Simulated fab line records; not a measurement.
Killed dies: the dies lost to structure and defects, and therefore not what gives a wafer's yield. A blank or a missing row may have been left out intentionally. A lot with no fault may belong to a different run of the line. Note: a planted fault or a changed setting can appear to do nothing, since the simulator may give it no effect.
Which tool was responsible? | flow berkeley_cmos170 | 14 lots with 42 wafers sampled at 6 steps, on a route of 331 steps

== WHAT THE GAUGES SHOWED, per wafer ==
UCB170_M1_CD_MEAS_90 targets a cd of 700 nm. Usual: cd_nm 700.1 nm, standard deviation 2.2.
lot  | measured     | on        | cd_nm (nm)        | flag
L900 | day 7 12:53  | cd_sem-01 | 695.9 696.5 698.3 |
L901 | day 7 14:08  | cd_sem-01 | 700.3 698.9 699.6 |
L902 | day 7 14:32  | cd_sem-02 | 697.3 699.2 698.1 |
L905 | day 8 03:35  | cd_sem-01 | 701.1 697.3 697.6 |
L903 | day 8 04:00  | cd_sem-02 | 702.0 701.5 700.4 |
L904 | day 8 04:52  | cd_sem-02 | 701.8 701.2 701.8 |
L906 | day 8 17:51  | cd_sem-02 | 697.6 699.1 699.9 |
L907 | day 8 18:08  | cd_sem-01 | 701.1 698.9 700.0 |
L908 | day 9 11:40  | cd_sem-02 | 698.7 700.7 698.6 |
L919 | day 10 19:21 | cd_sem-02 | 701.6 703.9 707.4 |
L920 | day 11 16:04 | cd_sem-02 | 697.7 701.0 699.1 |
L922 | day 12 00:04 | cd_sem-02 | 699.3 699.6 698.0 |
L921 | day 12 05:59 | cd_sem-02 | 695.9 697.3 698.9 |
L923 | day 12 12:51 | cd_sem-01 | 700.2 699.0 699.8 |

UCB170_V1_THK_MEAS_01. Usual: V1_TEOS_THK gives 1997 nm (standard deviation 23).
lot  | measured     | on            | V1_TEOS_THK (nm) | flag
L900 | day 7 19:50  | film_metro-03 | 1986 2004 2021   |
L901 | day 7 19:52  | film_metro-04 | 1983 1967 1997   |
L902 | day 7 20:00  | film_metro-02 | 1989 2000 2036   |
L905 | day 8 07:32  | film_metro-03 | 1996 1985 2026   |
L903 | day 8 07:32  | film_metro-04 | 1974 2004 2034   |
L904 | day 8 07:36  | film_metro-02 | 1986 2000 1980   |
L906 | day 8 21:46  | film_metro-04 | 1968 1992 1985   |
L907 | day 8 21:46  | film_metro-03 | 1961 1989 1994   |
L908 | day 9 14:45  | film_metro-03 | 1954 2007 2000   |
L919 | day 11 00:39 | film_metro-02 | 2001 2004 2017   |
L920 | day 11 21:04 | film_metro-04 | 2006 2014 2032   |
L922 | day 12 03:58 | film_metro-04 | 1959 1983 1973   |
L921 | day 12 08:17 | film_metro-02 | 2000 2043 2022   |
L923 | day 12 19:59 | film_metro-03 | 1960 1999 1994   |

UCB170_M2_CD_MEAS_15 targets a cd of 700 nm. Usual: cd_nm 699.7 nm, standard deviation 1.4.
lot  | measured     | on        | cd_nm (nm)        | flag
L900 | day 8 00:41  | cd_sem-01 | 698.4 698.3 699.0 |
L901 | day 8 01:46  | cd_sem-01 | 700.1 699.6 700.8 |
L902 | day 8 01:55  | cd_sem-02 | 700.5 699.9 699.0 |
L905 | day 8 11:43  | cd_sem-02 | 701.0 700.4 700.5 |
L903 | day 8 12:04  | cd_sem-01 | 700.5 700.5 701.3 |
L904 | day 8 12:18  | cd_sem-01 | 700.2 700.6 701.0 |
L906 | day 9 04:24  | cd_sem-02 | 698.0 696.3 698.3 |
L907 | day 9 04:38  | cd_sem-01 | 700.0 702.6 701.8 |
L908 | day 9 21:16  | cd_sem-02 | 701.3 699.6 698.9 |
L919 | day 11 05:02 | cd_sem-02 | 699.3 698.6 700.3 |
L920 | day 12 05:33 | cd_sem-02 | 698.6 698.1 697.4 |
L922 | day 12 10:51 | cd_sem-02 | 702.5 703.5 703.2 |
L921 | day 12 14:14 | cd_sem-01 | 700.4 698.9 699.7 |
L923 | day 13 00:22 | cd_sem-02 | 699.7 699.7 699.0 |

UCB170_M2_CD_MEAS_90 targets a cd of 700 nm. Usual: cd_nm 700.1 nm, standard deviation 2.3.
lot  | measured     | on        | cd_nm (nm)        | flag
L900 | day 8 01:22  | cd_sem-01 | 699.0 697.3 698.1 |
L901 | day 8 02:15  | cd_sem-01 | 699.7 703.6 703.1 |
L902 | day 8 02:35  | cd_sem-02 | 699.1 698.9 696.6 |
L905 | day 8 12:11  | cd_sem-02 | 698.8 698.3 698.9 |
L903 | day 8 12:44  | cd_sem-02 | 702.5 703.9 703.6 |
L904 | day 8 12:47  | cd_sem-01 | 699.7 702.5 703.1 |
L906 | day 9 04:53  | cd_sem-02 | 698.4 693.8 697.5 |
L907 | day 9 05:08  | cd_sem-01 | 698.9 702.6 703.3 |
L908 | day 9 22:07  | cd_sem-02 | 703.9 700.2 699.8 |
L919 | day 11 05:31 | cd_sem-02 | - - -             | OFF
L920 | day 12 06:09 | cd_sem-02 | - - -             | OFF
L922 | day 12 11:20 | cd_sem-02 | 701.2 705.4 705.2 |
L921 | day 12 14:43 | cd_sem-02 | 700.9 697.9 699.6 |
L923 | day 13 01:02 | cd_sem-02 | 699.7 698.1 700.4 |

== WHAT TOOL EACH LOT RAN ON (gives the tool, then ch and the chambers of the sampled wafers, and finally the start) ==
lot  | UCB170_M2_ETCH_17                  | UCB170_M2_METAL_ETCH_18
L900 | rie_diel-01 ch 0,1, day 8 00:49    | rie_metal-01 ch 1, day 8 00:56
L901 | rie_diel-03 ch 2,3, day 8 01:55    | rie_metal-03 ch 0,1, day 8 01:58
L902 | rie_diel-01 ch 0,1,2, day 8 02:01  | rie_metal-01 ch 1, day 8 02:11
L905 | rie_diel-01 ch 2,3, day 8 11:50    | rie_metal-01 ch 0,1, day 8 11:53
L903 | rie_diel-02 ch 0,1,2, day 8 12:11  | rie_metal-02 ch 1, day 8 12:18
L904 | rie_diel-03 ch 1,3, day 8 12:27    | rie_metal-03 ch 0,1, day 8 12:29
L906 | rie_diel-01 ch 0,1, day 9 04:31    | rie_metal-01 ch 0,1, day 9 04:37
L907 | rie_diel-02 ch 1,3, day 9 04:46    | rie_metal-03 ch 0,1, day 9 04:52
L908 | rie_diel-02 ch 1,2, day 9 21:25    | rie_metal-02 ch 0,1, day 9 21:27
L919 | rie_diel-02 ch 0,1,3, day 11 05:11 | rie_metal-02 ch 0,1, day 11 05:14
L920 | rie_diel-01 ch 0,1,2, day 12 05:39 | rie_metal-02 ch 0,1, day 12 05:45
L922 | rie_diel-03 ch 0,1, day 12 11:01   | rie_metal-01 ch 0,1, day 12 11:03
L921 | rie_diel-02 ch 0,2, day 12 14:22   | rie_metal-02 ch 0, day 12 14:25
L923 | rie_diel-03 ch 0,2,3, day 13 00:30 | rie_metal-02 ch 0, day 13 00:36
- UCB170_M2_ETCH_17: etches BARC in N2/H2.
- UCB170_M2_METAL_ETCH_18: etches Al in Cl2/BCl3, stops on SiO2, target depth 1170 nm, time 195 s.

== AS READ BY THE TOOLS THEMSELVES (means over the sampled wafers that have a number; for cases with no such wafer, the mark the record gives instead) ==
UCB170_M2_ETCH_17. Usual: bias_w 100.0 W, standard deviation 0.32; chamber_pressure_mTorr 29.996 mTorr, standard deviation 0.027; drypump_motor_current_A 5.5 A, standard deviation 0.32; oes_product_au 0.999 a.u., standard deviation 0.018; throttle_valve_pct 13.36 %, standard deviation 0.19.
lot  | tool        | bias_w (W) | chamber_pressure_mTorr (mTorr) | drypump_motor_current_A (A) | oes_product_au (a.u.) | throttle_valve_pct (%) | flag
L900 | rie_diel-01 | 100.2      | 29.962                         | 5.0                         | 0.998                 | 13.19                  |
L901 | rie_diel-03 | 99.8       | 30.024                         | 5.5                         | 1.005                 | 13.47                  |
L902 | rie_diel-01 | 100.0      | 30.009                         | 5.3                         | 1.002                 | 13.23                  |
L905 | rie_diel-01 | 100.0      | 29.997                         | 5.7                         | 1.010                 | 13.31                  |
L903 | rie_diel-02 | 100.1      | 30.007                         | 5.5                         | 0.996                 | 13.43                  |
L904 | rie_diel-03 | 99.9       | 29.989                         | 5.3                         | 0.986                 | 13.57                  |
L906 | rie_diel-01 | 100.1      | 29.986                         | 5.1                         | 1.006                 | 13.30                  |
L907 | rie_diel-02 | 99.8       | 29.983                         | 5.7                         | 0.975                 | 13.42                  |
L908 | rie_diel-02 | 100.2      | 29.966                         | 5.7                         | 0.994                 | 13.54                  |
L919 | rie_diel-02 | -          | -                              | -                           | -                     | -                      | OFF
L920 | rie_diel-01 | -          | -                              | -                           | -                     | -                      | OFF
L922 | rie_diel-03 | 100.0      | 30.005                         | 5.5                         | 0.999                 | 13.42                  |
L921 | rie_diel-02 | 100.0      | 30.019                         | 5.3                         | 0.990                 | 13.32                  |
L923 | rie_diel-03 | 100.2      | 29.995                         | 5.7                         | 0.996                 | 13.34                  |

UCB170_M2_METAL_ETCH_18. Usual: bcl3_flow_sccm 45.01 sccm, standard deviation 0.11; bias_w 120.0 W, standard deviation 0.35; drypump_motor_current_A 5.96 A, standard deviation 0.24; oes_product_au 0.855 a.u., standard deviation 0.015; throttle_valve_pct 24.34 %, standard deviation 0.18.
lot  | tool         | bcl3_flow_sccm (sccm) | bias_w (W) | drypump_motor_current_A (A) | oes_product_au (a.u.) | throttle_valve_pct (%) | flag
L900 | rie_metal-01 | 44.86                 | 119.9      | 5.99                        | 0.854                 | 24.44                  |
L901 | rie_metal-03 | 45.00                 | 119.8      | 5.75                        | 0.841                 | 24.32                  |
L902 | rie_metal-01 | 45.12                 | 120.3      | 5.98                        | 0.848                 | 24.44                  |
L905 | rie_metal-01 | 44.99                 | 120.1      | 6.22                        | 0.860                 | 24.10                  |
L903 | rie_metal-02 | 45.09                 | 119.4      | 6.20                        | 0.860                 | 24.29                  |
L904 | rie_metal-03 | 45.09                 | 120.3      | 5.78                        | 0.841                 | 24.33                  |
L906 | rie_metal-01 | 45.04                 | 120.1      | 6.09                        | 0.859                 | 24.27                  |
L907 | rie_metal-03 | 45.16                 | 119.8      | 5.86                        | 0.833                 | 24.31                  |
L908 | rie_metal-02 | 44.89                 | 120.0      | 5.84                        | 0.854                 | 24.46                  |
L919 | rie_metal-02 | 45.16                 | 120.3      | 5.83                        | 0.374                 | 24.70                  | OFF
L920 | rie_metal-02 | 45.00                 | 120.0      | 6.02                        | 0.372                 | 24.60                  | OFF
L922 | rie_metal-01 | 44.91                 | 119.9      | 6.21                        | 0.865                 | 24.11                  |
L921 | rie_metal-02 | 45.07                 | 120.2      | 5.65                        | 0.868                 | 24.53                  |
L923 | rie_metal-02 | 45.01                 | 120.5      | 5.67                        | 0.876                 | 24.53                  |

== THE ANSWER, worked out from the rows above alone ==
Rule: lot off if the mean of its wafers having a number is beyond 3 standard deviations from the usual mean. Also off: a lot with no number at a reading for which 4 or more lots have one. Where the step has rows for the other lots, those lots are counted as sound. Order of review: gauges by route order, followed by the tools' own readings, for which a lot's mean as printed above is used. At the first step where some lot is off, the reading lying furthest off is the one used; lots without a number count as furthest.
Off: L919, L920, at UCB170_M2_CD_MEAS_90 (cd_nm). Without a number there: L919, L920.
If a tool, at a process step before that reading, ran all the lots that are off and no sound lot after the first of them, it fits. The gauges at UCB170_M2_CD_MEAS_90 aren't tried: what is off there is off at UCB170_M2_ETCH_17 too, on other tools, and a gauge's error can't cause that. Of those tried, none fits.

== WHAT THE SIMULATOR HAD INSERTED ==
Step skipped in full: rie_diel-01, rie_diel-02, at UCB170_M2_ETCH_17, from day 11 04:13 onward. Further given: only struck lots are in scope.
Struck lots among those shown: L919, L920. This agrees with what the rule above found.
